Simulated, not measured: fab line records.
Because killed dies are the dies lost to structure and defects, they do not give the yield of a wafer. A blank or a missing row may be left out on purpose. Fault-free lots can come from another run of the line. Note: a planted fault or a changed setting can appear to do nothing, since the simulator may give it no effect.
Which tool did it? | flow ritCmos | 7 lots with 21 wafers sampled at 2 steps, on a route of 202 steps

WHAT THE GAUGES READ, wafer by wafer
RIT_SDANNEAL_RS_MEAS_04: a four-point-probe measurement.
lot  | measured    | on           | PSD_RS (ohm/sq)
L280 | day 3 23:12 | filmMetro-01 | 116.40 116.18 116.05
L282 | day 4 07:01 | filmMetro-02 | 115.88 115.90 115.88
L285 | day 5 02:47 | filmMetro-01 | 115.85 116.08 116.00
L287 | day 5 09:58 | filmMetro-01 | 115.64 115.56 116.09
L290 | day 5 23:46 | filmMetro-01 | 115.84 115.61 115.84
L295 | day 6 22:59 | filmMetro-04 | 127.70 127.95 127.87
L300 | day 8 01:22 | filmMetro-02 | 115.48 115.58 115.53

TOOL THAT RAN EACH LOT (tool first, then ch and the chambers of the sampled wafers, then the start)
lot  | RIT_SDANNEAL_RTA_03
L280 | rtpAnneal-01 ch 0, day 3 23:08
L282 | rtpAnneal-01 ch 0, day 4 06:57
L285 | rtpAnneal-02 ch 0, day 5 02:43
L287 | rtpAnneal-02 ch 0, day 5 09:53
L290 | rtpAnneal-01 ch 0, day 5 23:42
L295 | rtpAnneal-02 ch 0, day 6 22:55
L300 | rtpAnneal-01 ch 0, day 8 01:19
- RIT_SDANNEAL_RTA_03: time 5 s.

THE ANSWER, worked out from the rows above alone
Rule: the lots themselves supply what counts as usual. The widest of any qualifying gaps counts: lots, ordered by their means at a reading, are off when they make up no more than a third of the lots, leave a main group of 4 or more, and stand apart from it by 3 or more times the standard deviation of that group's means. If all means in a main group match to the digits the tables above print for the reading, that group is not used. A lot without any number at a reading at which 4 lots or more have one is off too. The other lots that the step has rows for count as sound.
Off: L295, at RIT_SDANNEAL_RS_MEAS_04 (PSD_RS). The main group: mean 115.86 ohm/sq, standard deviation 0.21.
If a tool, at a process step before that reading, ran all the lots that are off and no sound lot after the first of them, it fits. Gauges at RIT_SDANNEAL_RS_MEAS_04: tried the same way as those tools. Can't be told from this: 2 tools fit, rtpAnneal-02 at RIT_SDANNEAL_RTA_03, filmMetro-04 at RIT_SDANNEAL_RS_MEAS_04.

WHAT THE SIMULATOR HAD INSERTED
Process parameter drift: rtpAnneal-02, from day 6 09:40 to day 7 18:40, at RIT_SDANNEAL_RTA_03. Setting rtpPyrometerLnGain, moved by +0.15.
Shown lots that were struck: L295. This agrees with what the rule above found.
